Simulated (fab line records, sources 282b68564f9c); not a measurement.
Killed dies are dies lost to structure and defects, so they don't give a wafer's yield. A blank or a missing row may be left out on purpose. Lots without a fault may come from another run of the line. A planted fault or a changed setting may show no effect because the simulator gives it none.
fab line records | flow rit_cmos
record lots=5 wafers=23
route steps=202 shown NSD@139 CONTACT@171 M1@184
start_h: hours from the record's first day to the start of the lot's first wafer shown | wait_h: hours since the lot's step before | " the same as in the row above | L1.1+2: a row that stands for several wafers | - no value, or no start given | * or withheld: withheld | < > ~ a bound
route shown NAME@n: a module of which the file shows steps, and the number in the route of the first | usual: mean/standard deviation of fault-free wafers | same: alike in all rows | chamber/n: place in a boat | sites: the reading at each site | _std_site: their standard deviation | _edge_site: outer sites' mean less inner sites' | radius_mm: how far each site lies from the wafer's centre | mask NAME#n: copy n | behind: the tool/chamber that last shaped the wafer | hold: why the lot was held/for how many hours/how that ended | device: the transistor (n, p or np) that didn't switch | end of line: the same wafers' tests at the end of the route | a step without rows: its recipe alone | killed: dies lost to structure and defects at the first sort, not the wafer's yield | map: a wafer's dies, x killed, . not, _ none there
set.NAME: the setting as run; set.NAME@STEP: as run at that earlier step | model.NAME: the simulator's own value behind a step, which no gauge read
lots whose settings were changed on purpose; a table a step, a row a wafer
## steps
# step RIT_NSD_IMPLANT_08
# recipe species=P energy_kev=25 dose_cm2=1e+15 tilt_deg=7
# columns lot.wafer tool chamber start_h wait_h set.energy_kev model.implant.rp_nm model.implant.drp_nm
L074.3+4+6 implanter-02 0 47.72 0.1 25 32.8 14.84
L075.1+3+5 implanter-04 0 52.25 0.1 25 33.61 14.84
L075.4+6 " 0 " " 25.61 34.16 15.05
L077.1+2+3+4+6 implanter-02 0 62.81 0.1 25 32.23 14.84
L082.1+2+3 implanter-01 0 87.16 0.1 25 32.18 14.84
L082.5+6 " 0 " " 26.45 33.43 15.35
L085.1+3+5 implanter-04 0 107.49 0.1 25.6 32.85 15.05
L085.2+4 " 0 " " 25 32.33 14.84
# step RIT_NSD_STRIP_09
# recipe chemistry=O2 time_s=180 resist=NOVOLAK platen_temp_c=withheld power_w=500 pressure_mtorr=4000 o2_flow_sccm=4000
# step RIT_NSD_TW_MEAS_10
# usual NSD_TW=3105/19
# columns lot.wafer tool chamber start_h wait_h set.energy_kev@NSD_IMPLANT_08 NSD_TW
L074.3 film_metro-02 - 48.02 0.1 25 3095
L074.4 " - " " 25 3101
L074.6 " - " " 25 3107
L075.1 film_metro-01 - 52.58 0.1 25 3130
L075.3 " - " " 25 3122
L075.4 " - " " 25.61 3131
L075.5 " - " " 25 3138
L075.6 " - " " 25.61 3131
L077.1 film_metro-03 - 63.13 0.1 25 3095
L077.2 " - " " 25 3071
L077.3 " - " " 25 3071
L077.4 " - " " 25 3081
L077.6 " - " " 25 3082
L082.1 film_metro-02 - 87.48 0.1 25 3085
L082.2 " - " " 25 3086
L082.3 " - " " 25 3083
L082.5 " - " " 26.45 3146
L082.6 " - " " 26.45 3140
L085.1 film_metro-01 - 107.81 0.1 25.6 3143
L085.2 " - " " 25 3121
L085.3 " - " " 25.6 3136
L085.4 " - " " 25 3120
L085.5 " - " " 25.6 3137
# step RIT_CONTACT_COAT_03
# recipe resist=NOVOLAK spin_rpm=3250 resist_thk_nm=1000
# columns lot.wafer tool chamber start_h wait_h set.resist_thk_nm model.NOVOLAK_of_CONTACT_COAT_03.thk_nm
L074.3 litho_track-01 0 51.50 0.1 1000 1000
L074.4 " 0 " " 1000 999.7
L074.6 " 0 " " 1000 999.8
L075.1 litho_track-04 0 55.89 0.1 1000 994.5
L075.3 " 0 " " 1000 996.6
L075.4 " 0 " " 1000 997.5
L075.5 " 0 " " 1000 997.2
L075.6 " 0 " " 1000 996.2
L077.1+2 litho_track-01 0 66.59 0.1 1043 1037
L077.3 " 0 " " 1000 995.6
L077.4 " 0 " " 1043 1038
L077.6 " 0 " " 1000 994.4
L082.1 litho_track-04 0 91.14 0.1 1000 1003
L082.2 " 0 " " 1000 1001
L082.3 " 0 " " 946.9 948.2
L082.5 " 0 " " 946.9 948.1
L082.6 " 0 " " 946.9 945.2
L085.1 litho_track-03 0 110.98 0.1 1000 995.8
L085.2 " 0 " " 1034 1034
L085.3 " 0 " " 1000 1000
L085.4 " 0 " " 1000 997.2
L085.5 " 0 " " 1034 1033
# step RIT_M1_SPUTTER_00
# recipe material=Al target_thk_nm=400 power_w=2000 chamber_pressure_pa=0.4 gas=Ar time_s=500 substrate_temp_c=25
# columns lot.wafer tool chamber start_h wait_h set.power_w model.Al_of_M1_SPUTTER_00.thk_nm
L074.3 pvd_sputter-01 - 53.48 0.0 2000 403.4
L074.4 " - " " 2000 404.9
L074.6 " - " " 2000 405.4
L075.1 pvd_sputter-03 - 57.85 0.0 2000 401.4
L075.3 " - " " 2077 413.2
L075.4 " - " " 2000 400.5
L075.5 " - " " 2000 399.3
L075.6 " - " " 2077 411.8
L077.1 pvd_sputter-03 - 68.71 0.0 2000 395.2
L077.2 " - " " 2000 399.3
L077.3 " - " " 1848 367
L077.4 " - " " 1848 369.5
L077.6 " - " " 2000 398.2
L082.1 pvd_sputter-01 - 93.23 0.0 1763 347.5
L082.2 " - " " 1763 348
L082.3 " - " " 2000 397.1
L082.5 " - " " 1763 349.2
L082.6 " - " " 2000 394.9
L085.1 pvd_sputter-02 - 113.05 0.0 2237 445.4
L085.2 " - " " 2237 446.3
L085.3 " - " " 2237 445.1
L085.4 " - " " 2000 400.7
L085.5 " - " " 2000 398.2
# step RIT_M1_RS_MEAS_01
# recipe thk_meas_gauge=four-point-probe reads=Al_of_M1_SPUTTER_00
# usual M1_AL_RS=0.0733/0.00071
# columns lot.wafer tool chamber start_h wait_h set.power_w@M1_SPUTTER_00 M1_AL_RS[ohm/sq]
L074.3 film_metro-01 - 53.82 0.2 2000 0.0727
L074.4 " - " " 2000 0.0724
L074.6 " - " " 2000 0.0723
L075.1 film_metro-03 - 58.14 0.1 2000 0.0733
L075.3 " - " " 2077 0.0711
L075.4 " - " " 2000 0.0734
L075.5 " - " " 2000 0.0736
L075.6 " - " " 2077 0.0714
L077.1 film_metro-01 - 69.01 0.1 2000 0.0743
L077.2 " - " " 2000 0.0735
L077.3 " - " " 1848 0.0802
L077.4 " - " " 1848 0.0795
L077.6 " - " " 2000 0.0737
L082.1 film_metro-01 - 93.53 0.1 1763 0.0847
L082.2 " - " " 1763 0.0844
L082.3 " - " " 2000 0.0739
L082.5 " - " " 1763 0.0842
L082.6 " - " " 2000 0.0743
L085.1 film_metro-02 - 113.34 0.1 2237 0.0658
L085.2 " - " " 2237 0.0656
L085.3 " - " " 2237 0.0658
L085.4 " - " " 2000 0.0733
L085.5 " - " " 2000 0.0736
# step RIT_M1_THK_MEAS_02
# recipe thk_meas_gauge=xrf reads=Al_of_M1_SPUTTER_00
# usual M1_AL_THK=406/4.5
# columns lot.wafer tool chamber start_h wait_h set.power_w@M1_SPUTTER_00 M1_AL_THK[nm]
L074.3 film_metro-01 - 53.92 0.1 2000 415
L074.4 " - " " 2000 411
L074.6 " - " " 2000 412
L075.1 film_metro-03 - 58.26 0.1 2000 406
L075.3 " - " " 2077 414
L075.4 " - " " 2000 402
L075.5 " - " " 2000 401
L075.6 " - " " 2077 413
L077.1 film_metro-01 - 69.13 0.1 2000 401
L077.2 " - " " 2000 406
L077.3 " - " " 1848 375
L077.4 " - " " 1848 375
L077.6 " - " " 2000 406
L082.1 film_metro-01 - 93.65 0.1 1763 353
L082.2 " - " " 1763 352
L082.3 " - " " 2000 403
L082.5 " - " " 1763 356
L082.6 " - " " 2000 401
L085.1 film_metro-02 - 113.46 0.1 2237 451
L085.2 " - " " 2237 452
L085.3 " - " " 2237 451
L085.4 " - " " 2000 407
L085.5 " - " " 2000 403
# step RIT_M1_EXPOSE_06
# recipe mask_id=M12 na=0.6 source_shape=conventional sigma_outer=0.5 target_cd_nm=2600 dose_mj=250
# columns lot.wafer tool chamber start_h wait_h mask set.dose_mj
L074.3+4+6 iline_stepper-02 0 54.44 0.1 M12#0 250
L075.1+3+4+5+6 iline_stepper-01 0 58.90 0.2 M12#0 250
L077.1+2+3+4+6 iline_stepper-01 0 69.76 0.2 M12#0 250
L082.1+5 iline_stepper-01 0 94.16 0.1 M12#0 250
L082.2+3+6 " 0 " " M12#0 240.6
L085.1+4 iline_stepper-01 0 114.07 0.1 M12#0 250
L085.2+3+5 " 0 " " M12#0 264.4
# step RIT_M1_PEB_07
# recipe resist=NOVOLAK temp_c=withheld time_s=withheld
# step RIT_M1_DEVELOP_08
# recipe resist=NOVOLAK develop_time_s=70.99 dev_temp_c=23
# columns lot.wafer tool chamber start_h wait_h set.dose_mj@M1_EXPOSE_06 model.M1.cd_nm
L074.3 litho_track-02 0 - - 250 2601
L074.4+6 " 0 " " 250 2600
L075.1+4 litho_track-01 0 - - 250 2599
L075.3+6 " 0 " " 250 2600
L075.5 " 0 " " 250 2598
L077.1+2 litho_track-02 0 - - 250 2600
L077.3+6 " 0 " " 250 2602
L077.4 " 0 " " 250 2601
L082.1 litho_track-02 0 - - 250 2594
L082.2+3+6 " 0 " " 240.6 2605
L082.5 " 0 " " 250 2593
L085.1 litho_track-02 0 - - 250 2597
L085.2 " 0 " " 264.4 2581
L085.3 " 0 " " 264.4 2584
L085.4 " 0 " " 250 2601
L085.5 " 0 " " 264.4 2583
# step RIT_M1_CD_MEAS_09
# recipe target_cd_nm=2600
# usual cd_nm=2599.6/2.4
# columns lot.wafer tool chamber start_h wait_h set.dose_mj@M1_EXPOSE_06 cd_nm
L074.3 cd_sem-01 - 54.88 - 250 2601.0
L074.4 " - " " 250 2599.9
L074.6 " - " " 250 2600.5
L075.1 cd_sem-02 - 59.33 - 250 2598.5
L075.3 " - " " 250 2600.0
L075.4 " - " " 250 2598.6
L075.5 " - " " 250 2597.8
L075.6 " - " " 250 2600.3
L077.1 cd_sem-02 - 70.19 - 250 2600.2
L077.2 " - " " 250 2600.4
L077.3 " - " " 250 2601.8
L077.4 " - " " 250 2601.3
L077.6 " - " " 250 2601.7
L082.1 cd_sem-02 - 94.59 - 250 2594.3
L082.2 " - " " 240.6 2605.0
L082.3 " - " " 240.6 2605.0
L082.5 " - " " 250 2593.4
L082.6 " - " " 240.6 2604.8
L085.1 cd_sem-01 - 114.53 - 250 2596.9
L085.2 " - " " 264.4 2580.9
L085.3 " - " " 264.4 2583.6
L085.4 " - " " 250 2600.8
L085.5 " - " " 264.4 2583.4
# step RIT_M1_METAL_ETCH_12
# recipe stop_on=SiO2 chemistry=Cl2/BCl3 target=Al time_s=165 over_etch_frac=0.5 pressure_mtorr=100 target_depth_a=6000 rf_w=250 Cl2_flow_sccm=60 bcl3_flow_sccm=50
# usual oes_product_au=0.779/0.0098
# columns lot.wafer tool chamber start_h wait_h set.rf_w set.power_w@M1_SPUTTER_00 oes_product_au
L074.3 rie_metal-04 0 55.30 0.2 250 2000 0.799
L074.4 " 1 " " 250 2000 0.789
L074.6 " 0 " " 250 2000 0.786
L075.1 rie_metal-03 1 59.74 0.2 250 2000 0.785
L075.3 " 0 " " 250 2077 0.785
L075.4 " 1 " " 237.7 2000 0.763
L075.5 " 1 " " 237.7 2000 0.776
L075.6 " 0 " " 250 2077 0.783
L077.1 rie_metal-04 1 70.60 0.2 250 2000 0.777
L077.2 " 0 " " 250 2000 0.783
L077.3 " 1 " " 250 1848 0.755
L077.4 " 0 " " 250 1848 0.761
L077.6 " 0 " " 250 2000 0.786
L082.1 rie_metal-02 0 94.99 0.2 250 1763 0.726
L082.2 " 1 " " 250 1763 0.713
L082.3 " 0 " " 250 2000 0.789
L082.5 " 1 " " 250 1763 0.714
L082.6 " 0 " " 250 2000 0.779
L085.1 rie_metal-02 1 114.94 0.2 263 2237 0.817
L085.2 " 0 " " 263 2237 0.838
L085.3 " 0 " " 250 2237 0.831
L085.4 " 1 " " 250 2000 0.777
L085.5 " 0 " " 250 2000 0.787
# step RIT_M1_STRIP_13
# recipe chemistry=nmp resist=NOVOLAK temp_c=80 time_s=600 dry=n2_spin
# step RIT_M1_STRIP_14
# recipe chemistry=O2 time_s=180 platen_temp_c=withheld power_w=500 pressure_mtorr=4000 o2_flow_sccm=4000
# step RIT_M1_CD_MEAS_90
# recipe target_cd_nm=2600
# usual cd_nm=2599.5/2.6
# columns lot.wafer tool chamber start_h wait_h set.dose_mj@M1_EXPOSE_06 cd_nm
L074.3 cd_sem-01 - 55.79 0.1 250 2600.0
L074.4 " - " " 250 2598.5
L074.6 " - " " 250 2600.0
L075.1 cd_sem-01 - 60.25 0.1 250 2599.5
L075.3 " - " " 250 2598.5
L075.4 " - " " 250 2601.0
L075.5 " - " " 250 2600.1
L075.6 " - " " 250 2599.3
L077.1 cd_sem-02 - 71.12 0.1 250 2601.5
L077.2 " - " " 250 2601.7
L077.3 " - " " 250 2602.2
L077.4 " - " " 250 2602.1
L077.6 " - " " 250 2602.9
L082.1 cd_sem-02 - 95.68 0.1 250 2594.2
L082.2 " - " " 240.6 2606.0
L082.3 " - " " 240.6 2605.5
L082.5 " - " " 250 2594.1
L082.6 " - " " 240.6 2604.0
L085.1 cd_sem-01 - 115.45 0.1 250 2596.5
L085.2 " - " " 264.4 2578.9
L085.3 " - " " 264.4 2585.1
L085.4 " - " " 250 2601.8
L085.5 " - " " 264.4 2584.0
# step RIT_M1_ANNEAL_15
# recipe temp_c=450 time_s=1800 ambient=forming_gas_H2N2
# step RIT_M1_PROBE_99
# usual killed_at_contacts=0.1/0.28 killed_at_front_end=7.2/3 killed_dies=7.2/2.9 killed_open=3.4/1.9 killed_short=3.8/2.1
# same gross_dies=264 killed_at_M0_to_M3=0 killed_at_M4_up=0 killed_at_back_side=0 killed_at_other=0
# columns lot.wafer tool chamber start_h wait_h set.dose_mj@M1_EXPOSE_06 killed_at_contacts killed_at_front_end killed_dies killed_open killed_short model.etest.m1.width_nm
L074.3 prober-02 - 57.59 0.2 250 0 11 11 6 5 2602
L074.4 prober-02 - 57.64 0.2 250 0 7 7 2 5 2591
L074.6 prober-02 - 57.74 0.2 250 0 7 7 3 4 2596
L075.1 prober-01 - 61.99 0.1 250 0 7 7 2 5 2601
L075.3 prober-01 - 62.09 0.2 250 0 7 7 3 4 2597
L075.4 prober-01 - 62.14 0.2 250 0 2 2 0 2 2596
L075.5 prober-01 - 62.19 0.2 250 0 7 7 4 3 2602
L075.6 prober-01 - 62.24 0.2 250 0 8 8 2 6 2599
L077.1 prober-01 - 72.86 0.1 250 1 13 14 9 5 2605
L077.2 prober-01 - 72.91 0.1 250 1 5 6 4 2 2604
L077.3 prober-01 - 72.96 0.2 250 0 8 8 5 3 2597
L077.4 prober-01 - 73.01 0.2 250 0 9 9 5 4 2605
L077.6 prober-01 - 73.11 0.2 250 0 8 8 4 4 2600
L082.1 prober-02 - 97.42 0.1 250 0 9 9 6 3 2595
L082.2 prober-02 - 97.47 0.1 240.6 0 3 3 1 2 2608
L082.3 prober-02 - 97.52 0.2 240.6 0 3 3 2 1 2607
L082.5 prober-02 - 97.62 0.2 250 1 3 4 1 3 2598
L082.6 prober-02 - 97.67 0.2 240.6 0 4 4 2 2 2606
L085.1 prober-01 - 117.19 0.1 250 0 7 7 4 3 2600
L085.2 prober-01 - 117.24 0.1 264.4 0 12 12 8 4 2584
L085.3 prober-01 - 117.29 0.2 264.4 1 8 9 6 3 2586
L085.4 prober-01 - 117.34 0.2 250 0 12 12 6 6 2608
L085.5 prober-01 - 117.39 0.2 264.4 0 8 8 2 6 2585
# killed by level:class
L074.3 GATE:geometric_particle:open=3 GATE:geometric_particle:short=3 FOX1:geometric_particle:open=1 FOX1:geometric_particle:short=1 REOX:geometric_particle:open=1 SPACER:geometric_particle:short=1 SILICIDE:geometric_particle:open=1
L074.4 GATE:geometric_particle:short=3 GATE:geometric_particle:open=2 REOX:geometric_particle:short=1 SILICIDE:geometric_particle:short=1
L074.6 GATE:geometric_particle:short=3 GATE:geometric_particle:open=2 SILICIDE:geometric_particle:open=1 SILICIDE:geometric_particle:short=1
L075.1 SPACER:geometric_particle:short=4 SPACER:geometric_particle:open=2 GATE:geometric_particle:short=1
L075.3 GATE:geometric_particle:open=2 REOX:geometric_particle:short=2 FOX1:geometric_particle:short=1 FOX2:geometric_particle:short=1 SPACER:geometric_particle:open=1
L075.4 GATE:geometric_particle:short=1 SILICIDE:geometric_particle:short=1
L075.5 FOX1:geometric_particle:open=2 FOX1:geometric_particle:short=2 GATE:geometric_particle:open=1 GATE:geometric_particle:short=1 REOX:geometric_particle:open=1
L075.6 REOX:geometric_particle:short=4 FOX1:geometric_particle:short=1 FOX1:geometric_particle:open=1 FOX2:geometric_particle:short=1 REOX:geometric_particle:open=1
L077.1 SPACER:geometric_particle:open=4 FOX1:geometric_particle:open=3 FOX1:geometric_particle:short=2 GATE:geometric_particle:short=2 GATE:geometric_particle:open=2 CONTACT:geometric_particle:short=1
L077.2 FOX1:geometric_particle:short=2 GATE:geometric_particle:open=2 REOX:geometric_particle:open=1 CONTACT:geometric_particle:open=1
L077.3 GATE:geometric_particle:short=2 SPACER:geometric_particle:open=2 FOX1:geometric_particle:open=1 FOX1:geometric_particle:short=1 GATE:geometric_particle:open=1 SILICIDE:geometric_particle:open=1
L077.4 GATE:geometric_particle:open=3 GATE:geometric_particle:short=3 SPACER:geometric_particle:open=1 SILICIDE:geometric_particle:open=1 SILICIDE:geometric_particle:short=1
L077.6 GATE:geometric_particle:short=4 FOX1:geometric_particle:open=1 FOX2:geometric_particle:open=1 GATE:geometric_particle:open=1 REOX:geometric_particle:open=1
L082.1 SPACER:geometric_particle:open=3 GATE:geometric_particle:open=2 FOX2:geometric_particle:short=1 GATE:geometric_particle:short=1 REOX:geometric_particle:open=1 SPACER:geometric_particle:short=1
L082.2 GATE:geometric_particle:short=1 GATE:geometric_particle:open=1 SPACER:geometric_particle:short=1
L082.3 FOX1:geometric_particle:open=1 FOX2:geometric_particle:open=1 GATE:geometric_particle:short=1
L082.5 GATE:geometric_particle:short=1 GATE:geometric_particle:open=1 REOX:geometric_particle:short=1 CONTACT:geometric_particle:short=1
L082.6 FOX2:geometric_particle:open=1 GATE:geometric_particle:short=1 SILICIDE:geometric_particle:short=1 SILICIDE:geometric_particle:open=1
L085.1 SILICIDE:geometric_particle:open=2 FOX2:geometric_particle:open=1 GATE:geometric_particle:short=1 SPACER:geometric_particle:short=1 SPACER:geometric_particle:open=1 SILICIDE:geometric_particle:short=1
L085.2 GATE:geometric_particle:open=4 FOX1:geometric_particle:open=2 GATE:geometric_particle:short=2 SPACER:geometric_particle:open=2 FOX1:geometric_particle:short=1 SPACER:geometric_particle:short=1
L085.3 FOX1:geometric_particle:open=2 REOX:geometric_particle:open=2 FOX1:geometric_particle:short=1 GATE:geometric_particle:short=1 REOX:geometric_particle:short=1 SPACER:geometric_particle:open=1 CONTACT:geometric_particle:open=1
L085.4 GATE:geometric_particle:open=3 GATE:geometric_particle:short=3 FOX1:geometric_particle:short=2 REOX:geometric_particle:open=2 FOX2:geometric_particle:open=1 SPACER:geometric_particle:short=1
L085.5 REOX:geometric_particle:short=3 FOX1:geometric_particle:short=1 GATE:geometric_particle:short=1 GATE:geometric_particle:open=1 SPACER:geometric_particle:open=1 SPACER:geometric_particle:short=1
## key
split step=RIT_NSD_IMPLANT_08 setting=energy_kev stated=25 by=wafer
response step=RIT_NSD_IMPLANT_08 reading=model.implant.rp_nm change=+0.217 per=1% r=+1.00
response step=RIT_NSD_IMPLANT_08 reading=model.implant.drp_nm change=+0.0887 per=1% r=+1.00
response step=RIT_NSD_TW_MEAS_10 reading=NSD_TW change=+8.48 per=1% r=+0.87
split step=RIT_CONTACT_COAT_03 setting=resist_thk_nm stated=1000 by=wafer
response step=RIT_CONTACT_COAT_03 reading=model.NOVOLAK_of_CONTACT_COAT_03.thk_nm change=+10.2 per=1% r=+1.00
split step=RIT_M1_SPUTTER_00 setting=power_w stated=2000 by=wafer
response step=RIT_M1_SPUTTER_00 reading=model.Al_of_M1_SPUTTER_00.thk_nm change=+3.91 per=1% r=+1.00
response step=RIT_M1_RS_MEAS_01 reading=M1_AL_RS change=-0.000759 per=1% r=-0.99
response step=RIT_M1_THK_MEAS_02 reading=M1_AL_THK change=+3.94 per=1% r=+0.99
response step=RIT_M1_METAL_ETCH_12 reading=oes_product_au change=+0.00444 per=1% r=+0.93
split step=RIT_M1_EXPOSE_06 setting=dose_mj stated=250 by=wafer
response step=RIT_M1_DEVELOP_08 reading=model.M1.cd_nm change=-2.83 per=1% r=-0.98
response step=RIT_M1_CD_MEAS_09 reading=cd_nm change=-2.86 per=1% r=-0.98
response step=RIT_M1_CD_MEAS_90 reading=cd_nm change=-2.89 per=1% r=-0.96
response step=RIT_M1_PROBE_99 reading=model.etest.m1.width_nm change=-3.06 per=1% r=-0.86
split step=RIT_M1_METAL_ETCH_12 setting=rf_w stated=250 by=wafer
response none clear
